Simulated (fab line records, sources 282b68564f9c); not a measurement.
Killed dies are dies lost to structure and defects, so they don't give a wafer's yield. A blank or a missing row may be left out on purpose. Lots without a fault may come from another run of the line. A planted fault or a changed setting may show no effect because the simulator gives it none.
Tool commonality check | flow rit_cmos | 13 lots, 39 wafers sampled

WHY IT WAS OPENED
At RIT_GATE_CD_MEAS_16 the reading cd_nm is flagged on 1 of 13 lots. Wafers without a fault read 149.6 nm, standard deviation 1.8.
Rule: a lot is flagged when every wafer of it that has a number lies more than 4 standard deviations from that mean, or none has a number. The other lots count as sound.

lot  | measured    | on        | cd_nm (nm), wafer by wafer | flag
L568 | day 2 13:36 | cd_sem-02 | 148.9 146.9 148.4          |
L570 | day 2 23:25 | cd_sem-02 | 147.7 149.2 148.9          |
L573 | day 3 14:03 | cd_sem-01 | 164.4 163.5 159.3          | FLAGGED
L576 | day 4 06:13 | cd_sem-01 | 150.3 149.1 152.4          |
L577 | day 4 10:23 | cd_sem-02 | 150.6 152.0 150.8          |
L582 | day 5 10:14 | cd_sem-02 | 148.1 148.4 148.6          |
L583 | day 5 19:35 | cd_sem-02 | 151.0 149.6 148.7          |
L585 | day 6 01:30 | cd_sem-02 | 147.1 150.8 147.9          |
L587 | day 6 14:31 | cd_sem-02 | 154.5 152.5 154.2          |
L588 | day 6 21:05 | cd_sem-01 | 148.0 147.2 147.2          |
L589 | day 7 00:51 | cd_sem-01 | 148.4 148.4 147.1          |
L590 | day 7 02:13 | cd_sem-02 | 151.0 149.8 152.0          |
L591 | day 7 08:41 | cd_sem-02 | 147.9 146.4 148.1          |
The numbers of the flagged lots are 162.4 nm on average: +12.8 nm against the usual, or +7 standard deviations.

WHICH TOOL RAN EACH LOT
The record holds 1 process step before the reading, out of a route of 202 steps. In each cell: the tool, then ch and the chambers that the sampled wafers went through, then the start.
lot  | flag    | RIT_GATE_EXPOSE_13
L568 |         | iline_stepper-01 ch 0, day 2 13:10
L570 |         | iline_stepper-02 ch 0, day 2 22:58
L573 | FLAGGED | iline_stepper-01 ch 0, day 3 13:39
L576 |         | iline_stepper-02 ch 0, day 4 05:49
L577 |         | iline_stepper-02 ch 0, day 4 09:59
L582 |         | iline_stepper-01 ch 0, day 5 09:50
L583 |         | iline_stepper-02 ch 0, day 5 19:05
L585 |         | iline_stepper-01 ch 0, day 6 01:06
L587 |         | iline_stepper-01 ch 0, day 6 14:05
L588 |         | iline_stepper-02 ch 0, day 6 20:41
L589 |         | iline_stepper-01 ch 0, day 7 00:24
L590 |         | iline_stepper-01 ch 0, day 7 01:49
L591 |         | iline_stepper-01 ch 0, day 7 08:02
What these steps do:
- RIT_GATE_EXPOSE_13: exposes mask M6, target cd 150 nm.
- RIT_GATE_CD_MEAS_16: target cd 150 nm.

FLAGGED OVER TOTAL, TOOL BY TOOL (the gauges that took the reading come last)
step                | tool             | lots run | flagged | share of the flagged lots | sound lots run after its first flagged lot
RIT_GATE_EXPOSE_13  | iline_stepper-01 | 8        | 1       | all                       | 6 (L582,L585,L587,L589,L590,L591)
RIT_GATE_EXPOSE_13  | iline_stepper-02 | 5        | 0       | none                      | -
RIT_GATE_CD_MEAS_16 | cd_sem-01        | 4        | 1       | all                       | 3 (L576,L588,L589)
RIT_GATE_CD_MEAS_16 | cd_sem-02        | 9        | 0       | none                      | -

WHAT THE TABLE ALLOWS
2 rows of the table ran every flagged lot: iline_stepper-01 at RIT_GATE_EXPOSE_13, cd_sem-01 at RIT_GATE_CD_MEAS_16.
- iline_stepper-01 at RIT_GATE_EXPOSE_13: 1 of its 8 lots flagged. Sound lots ran on it after the first flagged one (L582, L585, L587, L589, L590, L591), which a lasting fault on the whole tool wouldn't allow.
- cd_sem-01 at RIT_GATE_CD_MEAS_16: 1 of its 4 lots flagged. Sound lots ran on it after the first flagged one (L576, L588, L589), which a lasting fault on the whole tool wouldn't allow.
No row of the table ran every flagged lot and no sound lot after the first.

WHAT THE SIMULATOR HAD PUT IN
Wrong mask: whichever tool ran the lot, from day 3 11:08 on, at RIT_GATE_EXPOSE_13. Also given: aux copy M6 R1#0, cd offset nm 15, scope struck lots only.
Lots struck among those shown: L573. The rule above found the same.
